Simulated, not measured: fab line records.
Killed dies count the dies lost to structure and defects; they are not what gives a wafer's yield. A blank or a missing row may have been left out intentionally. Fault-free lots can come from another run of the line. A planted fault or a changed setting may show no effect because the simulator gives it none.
Problem report, 8D (eight disciplines) form, completed by code / flow berkeley cmos170 / the parts of the form that need people (team, actions taken, sign-off) are left out

## 1. THE ISSUE
cd nm at UCB170_M3_CD_MEAS_90 reads a mean of 679 nm on 6 wafers of 2 lots; wafers without a fault read 700 nm with a standard deviation of 3.3. That puts it -6.3 standard deviations away from the usual mean.
The step: target cd 700 nm.
Earliest sighting: wafer L684.1 on cd sem-01 at day 8 21:00. The record holds 42 wafers of 14 lots with a number at this step. The rule behind "out" and "out of limits": a value lying over 4 standard deviations away from the usual mean. All remaining wafers that have a number are taken as sound.

## 2. WHAT IT IS, AND WHAT IT ISN'T
question=which readings at this step | is=cd nm | is not=-
question=which lots | is=L684, L687 | is not=L678, L679, L680, L681, L686, L689, L691, L692, L693, L695, L699, L700
question=which wafers of those lots | is=all that have a number | is not=-
question=read on which gauges | is=cd sem-01 | is not=cd sem-02
question=when | is=from day 8 21:00 | is not=up to then (12 sound wafers); but 24 sound wafers of L686, L689, L691, L692, L693, L695, L699, L700 came after

## 3. SUSPECTS, AND WHAT RULES EACH OUT
Counting: a tool stays on the suspect list if, at a process step up to the reading, it processed all lots that are out and no sound lot following the first of them.
- the gauge at UCB170_M3_CD_MEAS_90 has been ruled out. All the wafers that are out were read on cd sem-01, but those of them that UCB170_M3_METAL_ETCH_18 has rows for are out there too, on other tools.
- rie metal-04 at UCB170_M3_METAL_ETCH_18 (etches Al in Cl2/BCl3, stops on SiO2, target depth 1170 nm, time 195 s): kept. It ran every lot that is out, first L684 (day 8 20:43), and no sound lot after that; its last sound lot up to then is L678 (day 8 02:33). On those wafers its own readings are out: rf fwd power W.
After counting, what remains is rie metal-04 at UCB170_M3_METAL_ETCH_18.

## 4. THE CAUSE (what the simulator had put in)
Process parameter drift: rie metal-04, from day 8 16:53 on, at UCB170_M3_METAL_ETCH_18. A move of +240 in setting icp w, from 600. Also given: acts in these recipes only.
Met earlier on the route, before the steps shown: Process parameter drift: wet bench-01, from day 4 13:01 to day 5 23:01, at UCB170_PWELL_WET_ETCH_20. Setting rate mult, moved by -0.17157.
The count eliminated every tool but this one.

## 5. THE CHAIN OF EFFECTS, in route order
One row per reading whose mean, taken over the struck wafers that have a number, lies over 3 standard deviations from the usual. Readings are gone through only where the record gives a usual standard deviation; hours: the median, over the lots, of the time from a lot's start at the first step in this table giving one to that lot's start at this step; sigmas: the change measured in usual standard deviations.
hours=0; step=UCB170_M3_METAL_ETCH_18; reading=rf fwd power W; usual=598.1 W; on struck wafers=837.8; change=+239.6; sigmas=+99 or more
hours=0; step=UCB170_M3_STRIP_19; reading=oes product au; usual=0.549 a.u.; on struck wafers=0.313; change=-0.236; sigmas=-12
hours=0; step=UCB170_M3_CD_MEAS_90; reading=cd nm; usual=700 nm; on struck wafers=679; change=-21; sigmas=-6.3
The process steps in it:
- UCB170_M3_METAL_ETCH_18: etches Al in Cl2/BCl3, stops on SiO2, target depth 1170 nm, time 195 s.
- UCB170_M3_STRIP_19: strips in O2.

## 6. HOW IT WOULD HAVE BEEN CAUGHT EARLIER
The first out-of-limits reading at a measuring or inspecting step in this record came at day 8 21:00, 4 hours after the fault's start at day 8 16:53.
Tool's own readings at UCB170_M3_METAL_ETCH_18, rf fwd power W: out on all struck wafers the step has rows for; an alarm limit on them would have tripped on the first.
Of the lots that are out (2), L687 began UCB170_M3_METAL_ETCH_18 on rie metal-04 after day 8 21:00. Holding the tool at that time would have saved it.
